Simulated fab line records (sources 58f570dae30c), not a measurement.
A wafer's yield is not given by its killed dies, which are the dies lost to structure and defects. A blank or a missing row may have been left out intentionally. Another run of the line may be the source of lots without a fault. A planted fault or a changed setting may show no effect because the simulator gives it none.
One fault through the eyes of 2 desks ; flow berkeleyCmos170 ; each desk has only its own numbers; what lay behind them comes last

## THE METROLOGY DESK
Lot by lot, what the gauges showed, no matter which tool ran the lot: averages of those sampled wafers that carry a number. A lot is out of limits, marked OUT, if its mean lies more than 4 standard deviations from the usual mean; the brackets give that distance.
Columns: A = PWELL_OVL at UCB170_PWELL_OVL_MEAS_13, usual 3 nm; B = cdNm at UCB170_ACTIVE_CD_MEAS_13, usual 1200.1 nm
lot;first seen here;A;B
L517;day 3 06:19;5;1199.5
L518;day 3 13:55;-2;1199.1
L519;day 3 21:16;8;1196.4
L520;day 3 21:48;-1;1199.2
L521;day 4 09:14;1;1199.7
L523;day 4 13:36;8;1200.8
L522;day 4 13:52;2;1201.7
L527;day 5 06:05;10;1200.7
L529;day 5 16:59;-9;1199.6
L530;day 6 02:35;5;1199.9
L532;day 6 14:08;8;1202.3
L534;day 7 00:20;1;1201.5
L535;day 7 00:25;7;1202.6
L538;day 7 16:27;3;1197.2
L539;day 8 06:11;-0;1201.4
Finding of this desk: none of the 15 lots has anything out of limits.

## THE TOOL OWNER'S DESK: rieSi-02
The tool's own readings at UCB170_GATE_ETCH_15 (etches poly-Si in HBr/Cl2, stops on SiO2, time 56.3 s, target depth 278.2 nm): means of the sampled wafers that have a number, for each lot that ran on this tool. A lot is out of limits, marked OUT, if its mean lies more than 4 standard deviations from the usual mean; the brackets give that distance.
Columns: A = biasW at UCB170_GATE_ETCH_15, usual 150.0 W; B = drypumpMotorCurrentA at UCB170_GATE_ETCH_15, usual 5.9 A; C = heBacksideLeakSccm at UCB170_GATE_ETCH_15, usual 2.7 sccm; D = oesProductAu at UCB170_GATE_ETCH_15, usual 0.820 a.u.; E = throttleValvePct at UCB170_GATE_ETCH_15, usual 26.22 %
lot;first seen here;A;B;C;D;E
L517;day 7 02:26;149.6;6.3;3.0;0.840;26.16
L518;day 7 21:41;149.8;5.8;2.5;0.821;26.50
L520;day 7 22:24;150.5;6.1;2.3;0.812;26.19
L523;day 9 06:49;149.9;6.3;3.0;0.830;26.15
L529;day 10 05:19;157.4 (+15) OUT;6.1;2.6;0.816;26.25
L530;day 10 18:41;156.9 (+14) OUT;6.2;2.8;0.819;26.10
L532;day 11 08:04;157.2 (+14) OUT;5.8;2.6;0.804;26.49
This desk's verdict: out of limits on L529, L530, L532, starting with L529 at day 10 05:19 (biasW at UCB170_GATE_ETCH_15). In limits: L517, L518, L520, L523.

## BROUGHT TOGETHER
At day 10 05:19, on L529, L530, L532, the tool owner's desk was in a position to raise an alarm.
From the metrology desk's view, nothing was out of limits.
The metrology desk holds a record of L529, L530, L532, inside its limits.
On rieSi-02, each named lot ran UCB170_GATE_ETCH_15.

## WHAT THE SIMULATOR PUT IN
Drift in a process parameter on rieSi-02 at UCB170_GATE_ETCH_15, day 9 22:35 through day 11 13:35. Setting biasW shifted by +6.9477 from 150.
Struck lots among those shown: L529, L530, L532.
How many hours passed from the start of the fault until each desk's first out-of-limits reading: the tool owner's desk, 7.
